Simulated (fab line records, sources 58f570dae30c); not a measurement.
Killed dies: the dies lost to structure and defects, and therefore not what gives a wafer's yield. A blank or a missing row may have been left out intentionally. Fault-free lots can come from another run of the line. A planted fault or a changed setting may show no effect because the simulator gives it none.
Struck lot and sound lot, side by side ; flow berkeley-cmos170 ; 14 steps out of a route of 331
Sound: wafers L943.3, L943.4, L943.5. Wafers struck: L952.1, L952.2, L952.6. Last of all comes the cause.
Each step with rows lists, per side, the tool, then ch with its chambers, then its first start. Under that, the readings that differ: sound wafers ; struck wafers ; difference of the means ; sigmas: that difference in standard deviations of wafers without a fault.
alike: words and numbers the same on both sides, and readings whose means are apart by under 2 such deviations; not compared: readings that were withheld, readings missing a value for some wafer, numbers with overlapping values and no deviation given by the record, and bounds like >300 which may hide the same value.
The two part at a step that has a row with sigmas, a row that says differs or no value, or rows on one side only. Numbers that have no deviation but don't overlap get no sigmas and don't part them. A reading that every wafer of one side lacks parts them only if that side has two wafers or more.

first, 1 step without rows for these wafers: UCB170_START_OXIDATION_02 (target thk 20 nm, ox time 1800 s).
UCB170_START_THK_MEAS_03:
  sound: film-metro-04 at day 3 04:22; struck: film-metro-03 at day 4 22:45
  alike: START_OXIDE_THK
then, 7 steps without rows for these wafers: UCB170_START_ANNEAL_04 (time 1200 s); UCB170_ZERO_HMDS_00 (prime time 60 s); UCB170_ZERO_COAT_01 (resist thk 900 nm); UCB170_ZERO_SOFTBAKE_02 (time 60 s); UCB170_ZERO_EXPOSE_03 (exposes mask PM MARKS, target cd 4000 nm); UCB170_ZERO_PEB_04; UCB170_ZERO_DEVELOP_05 (develop time 45 s).
UCB170_ZERO_ETCH_06: etches SiO2 in CHF3/CF4/Ar, time 12 s.
  sound on rie-diel-01 ch 1,2,3, day 3 07:56; struck on rie-diel-03 ch 0,2,3, day 5 04:11
  alike: drypump-motor-current-A, oes-product-au, throttle-valve-pct
  not compared: rf-hours-counter-h
UCB170_ZERO_STRIP_07: strips in O2.
  sound on plasma-asher-02 ch 0,1, day 3 08:00; struck on plasma-asher-03 ch 0,1, day 5 04:13
reading;sound;struck;difference;sigmas
drypump-motor-current-A (A);6.0 6.7 6.7;5.1 5.7 5.0;-1.2;-3
  alike: oes-product-au, strip-time-to-endpoint-s
  not compared: rf-hours-counter-h
then, 1 step without rows for these wafers: UCB170_NWELL_WET_ETCH_00 (etches SiO2 in dHF, time 200 s).
UCB170_NWELL_OXIDATION_01: target thk 26.4 nm, ox time 1260 s.
  sound on furnace-02 ch 0, day 3 13:36; struck on furnace-04, day 5 07:38
  no value came back on the struck wafers for ox-temp-c (C), ox-temp-c-max; on the sound wafers ox-temp-c (C) reads 1000.3 1000.2 1000.5
then, 1 step without rows for these wafers: UCB170_NWELL_ANNEAL_03 (time 900 s).

WHERE THEY PART
At UCB170_ZERO_STRIP_07 first; at UCB170_NWELL_OXIDATION_01 last (within this record only).

WHY: the cause the simulator had injected
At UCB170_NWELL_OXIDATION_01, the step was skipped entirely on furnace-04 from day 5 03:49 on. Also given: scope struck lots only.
